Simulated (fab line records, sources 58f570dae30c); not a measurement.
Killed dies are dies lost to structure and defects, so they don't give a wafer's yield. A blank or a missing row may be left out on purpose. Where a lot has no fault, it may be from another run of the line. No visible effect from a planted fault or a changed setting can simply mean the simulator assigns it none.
Chamber matching :: flow berkeleyCmos170 :: rieDiel-02 running UCB170_SPACER_ETCHBACK_03: 4 sister chambers
The step etches SiO2 in CHF3/CF4/Ar, stops on Si, target depth 376 nm, time 100 s. 14 wafers are shown with their chamber, then 7 later ones without.

## WAFERS, EACH WITH ITS CHAMBER
wafer: L203.1
chamber: 0
throttleValvePct (%): 6.48
oesProductAu (a.u.): 0.891
rfFwdPowerW (W): 497.4

wafer: L203.3
chamber: 3
throttleValvePct (%): 6.53
oesProductAu (a.u.): 0.884
rfFwdPowerW (W): 499.9

wafer: L203.4
chamber: 2
throttleValvePct (%): 6.42
oesProductAu (a.u.): 0.883
rfFwdPowerW (W): 496.8

wafer: L204.1
chamber: 3
throttleValvePct (%): 6.54
oesProductAu (a.u.): 0.885
rfFwdPowerW (W): 496.7

wafer: L204.2
chamber: 0
throttleValvePct (%): 6.48
oesProductAu (a.u.): 0.888
rfFwdPowerW (W): 497.9

wafer: L204.6
chamber: 0
throttleValvePct (%): 6.47
oesProductAu (a.u.): 0.898
rfFwdPowerW (W): 497.4

wafer: L207.2
chamber: 1
throttleValvePct (%): 6.46
oesProductAu (a.u.): 0.916
rfFwdPowerW (W): 497.8

wafer: L207.4
chamber: 3
throttleValvePct (%): 6.54
oesProductAu (a.u.): 0.912
rfFwdPowerW (W): 497.6

wafer: L207.6
chamber: 3
throttleValvePct (%): 6.53
oesProductAu (a.u.): 0.909
rfFwdPowerW (W): 499.5

wafer: L209.4
chamber: 1
throttleValvePct (%): 6.45
oesProductAu (a.u.): 0.904
rfFwdPowerW (W): 500.7

wafer: L209.5
chamber: 3
throttleValvePct (%): 6.52
oesProductAu (a.u.): 0.882
rfFwdPowerW (W): 499.4

wafer: L209.6
chamber: 2
throttleValvePct (%): 6.42
oesProductAu (a.u.): 0.862
rfFwdPowerW (W): 494.2

wafer: L215.1
chamber: 2
throttleValvePct (%): 6.41
oesProductAu (a.u.): 0.883
rfFwdPowerW (W): 493.0

wafer: L215.5
chamber: 1
throttleValvePct (%): 6.44
oesProductAu (a.u.): 0.914
rfFwdPowerW (W): 496.5

SIGNATURES (averages over the wafers above)
reading: throttleValvePct
chamber 0: 6.4767
chamber 1: 6.4500
chamber 2: 6.4167
chamber 3: 6.5320
scatter within a chamber: 0.00783

reading: oesProductAu
chamber 0: 0.89233
chamber 1: 0.91133
chamber 2: 0.87600
chamber 3: 0.89440
scatter within a chamber: 0.0114

reading: rfFwdPowerW
chamber 0: 497.567
chamber 1: 498.333
chamber 2: 494.667
chamber 3: 498.620
scatter within a chamber: 1.57
Rule: a wafer lies at a distance from a chamber equal to the root of the sum of squares, over the readings, of (its reading less the chamber's mean, divided by the reading's scatter). The wafer belongs to the nearest chamber; if the next one is less than 2 further off, it can't be placed. How the scatter is found: for the shown wafers, subtract from each reading the mean of its chamber, square and add these, divide the total by (wafers less chambers), then take the root.

## WAFERS WHOSE CHAMBER IS MISSING
wafer: L215.6
throttleValvePct (%): 6.54
oesProductAu (a.u.): 0.922
rfFwdPowerW (W): 501.1

wafer: L220.1
throttleValvePct (%): 6.55
oesProductAu (a.u.): 0.895
rfFwdPowerW (W): 497.0

wafer: L220.4
throttleValvePct (%): 6.43
oesProductAu (a.u.): 0.890
rfFwdPowerW (W): 496.0

wafer: L220.6
throttleValvePct (%): 6.49
oesProductAu (a.u.): 0.906
rfFwdPowerW (W): 497.6

wafer: L222.1
throttleValvePct (%): 6.55
oesProductAu (a.u.): 0.884
rfFwdPowerW (W): 496.6

wafer: L222.4
throttleValvePct (%): 6.46
oesProductAu (a.u.): 0.903
rfFwdPowerW (W): 496.7

wafer: L222.5
throttleValvePct (%): 6.54
oesProductAu (a.u.): 0.903
rfFwdPowerW (W): 496.6

## CHAMBER TAKEN BY EACH
wafer: L215.6
from the rows above: 3
in truth: 3

wafer: L220.1
from the rows above: 3
in truth: 3

wafer: L220.4
from the rows above: can't be placed: 2 or 1
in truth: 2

wafer: L220.6
from the rows above: 0
in truth: 0

wafer: L222.1
from the rows above: 3
in truth: 3

wafer: L222.4
from the rows above: can't be placed: 1 or 0
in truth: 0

wafer: L222.5
from the rows above: 3
in truth: 3
Correct placement for 5 of the 7. Can't be placed from these rows: 2 (the true chamber is among the candidates in 2). Placed wrongly: 0.
